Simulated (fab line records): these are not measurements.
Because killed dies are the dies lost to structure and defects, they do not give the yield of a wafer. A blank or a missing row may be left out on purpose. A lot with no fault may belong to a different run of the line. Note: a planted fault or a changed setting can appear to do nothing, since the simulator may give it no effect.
Struck lot and sound lot, side by side / flow rit cmos / 21 out of 202 route steps
Sound: these wafers, L137.2, L137.5, L137.6. Wafers struck: L144.1, L144.2, L144.6. The cause is given at the end.
Order at every step that has rows: each side's tool, ch and its chambers, its first start. Under that, the readings that differ: sound wafers / struck wafers / difference of the means / sigmas: that difference in standard deviations of wafers without a fault.
alike: same words and numbers on both sides, and readings whose means sit less than 2 such deviations apart. not compared: any withheld reading, any reading some wafer has no value for, any bound like >300 that may hide the same value, and any number with overlapping values for which the record gives no deviation.
The two part at a step that has a row with sigmas, a row that says differs or no value, or rows on one side only. Non-overlapping numbers with no deviation appear without sigmas and do not part them. A reading missing from all wafers of one side parts the sides only when that side holds two or more wafers.

first, 2 steps without rows for these wafers: RIT_NSD_HARDBAKE_07 (time 60 s); RIT_NSD_IMPLANT_08.
RIT_NSD_STRIP_09: strips in O2, time 180 s.
  sound on plasma asher-01 ch 0,1, day 5 01:21; struck on plasma asher-04 ch 0,1, day 6 13:23
  alike: drypump motor current A
  not compared: rf hours counter h
RIT_NSD_TW_MEAS_10:
  struck on film metro-04, day 6 13:34; sound on film metro-04, day 5 01:32
  alike: NSD_TW
then, 6 steps without rows for these wafers: RIT_PSD_HMDS_00 (prime time 60 s); RIT_PSD_COAT_01 (resist thk 1000 nm); RIT_PSD_SOFTBAKE_02 (time 60 s); RIT_PSD_EXPOSE_03 (exposes mask M10, target cd 40900 nm); RIT_PSD_PEB_04; RIT_PSD_DEVELOP_05 (develop time 50 s).
RIT_PSD_OVL_MEAS_06:
  struck on overlay-01, day 6 14:28; sound on overlay-01, day 5 02:34
  alike: PSD_OVL
then, 1 step without rows for these wafers: RIT_PSD_HARDBAKE_07 (time 60 s).
RIT_PSD_IMPLANT_08:
  sound on implanter-03 ch 0, day 5 02:46; struck on implanter-01 ch 0, day 6 14:39
reading=beam energy keV; sound=26.998 27.003 27.007; struck=30.519 30.515 30.513; difference=+3.513; sigmas=+99 or more
reading=model.implant.rp nm (nm); sound=22.39 22.39 22.39; struck=24 24 24; difference=+2; sigmas=
reading=model.implant.drp nm (nm); sound=12.05 12.05 12.05; struck=13.13 13.13 13.13; difference=+1.08; sigmas=
RIT_PSD_STRIP_09: strips in O2, time 180 s.
  sound on plasma asher-03 ch 0,1, day 5 02:54; struck on plasma asher-04 ch 0,1, day 6 14:48
  alike: drypump motor current A
  not compared: rf hours counter h
RIT_PSD_TW_MEAS_10:
  struck on film metro-01, day 6 15:13; sound on film metro-01, day 5 03:05
reading=PSD_TW; sound=3463 3457 3447; struck=3527 3545 3553; difference=+86; sigmas=+4
  not compared: hold
then, 2 steps without rows for these wafers: RIT_SDANNEAL_CLEAN_01 (cleans in dHF, time 30 s); RIT_SDANNEAL_CLEAN_02 (cleans in SC2, time 600 s).
RIT_SDANNEAL_RTA_03: time 5 s.
  sound on rtp anneal-01 ch 0, day 5 03:31; struck on rtp anneal-02 ch 0, day 6 20:46
  alike: wafer_temp_C_max
RIT_SDANNEAL_RS_MEAS_04: the measuring method here is four-point-probe.
  struck on film metro-03, day 6 21:07; sound on film metro-04, day 5 03:35
reading=PSD_RS (ohm/sq); sound=115.8 115.8 116.1; struck=108.1 108.2 108.2; difference=-7.7; sigmas=-21
  not compared: hold
RIT_SDANNEAL_RS_MEAS_05: the measuring method here is four-point-probe.
  struck on film metro-03, day 6 22:08; sound on film metro-04, day 5 03:42
reading=hold; sound=- - -; struck=await dispo/0.9h/release await dispo/0.9h/release await dispo/0.9h/release; difference=no value on the sound wafers; sigmas=
  alike: NSD_RS
RIT_M1_PROBE_99:
  only the struck wafers here have rows in the record (prober-01, day 7 05:19); the sound ones have none

== WHERE THEY PART ==
Last at RIT_M1_PROBE_99 as far as this record goes, first at RIT_PSD_IMPLANT_08.

WHY: what had been put in by the simulator
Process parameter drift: implanter-01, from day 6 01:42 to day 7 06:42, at RIT_PSD_IMPLANT_08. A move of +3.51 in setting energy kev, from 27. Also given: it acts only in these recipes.
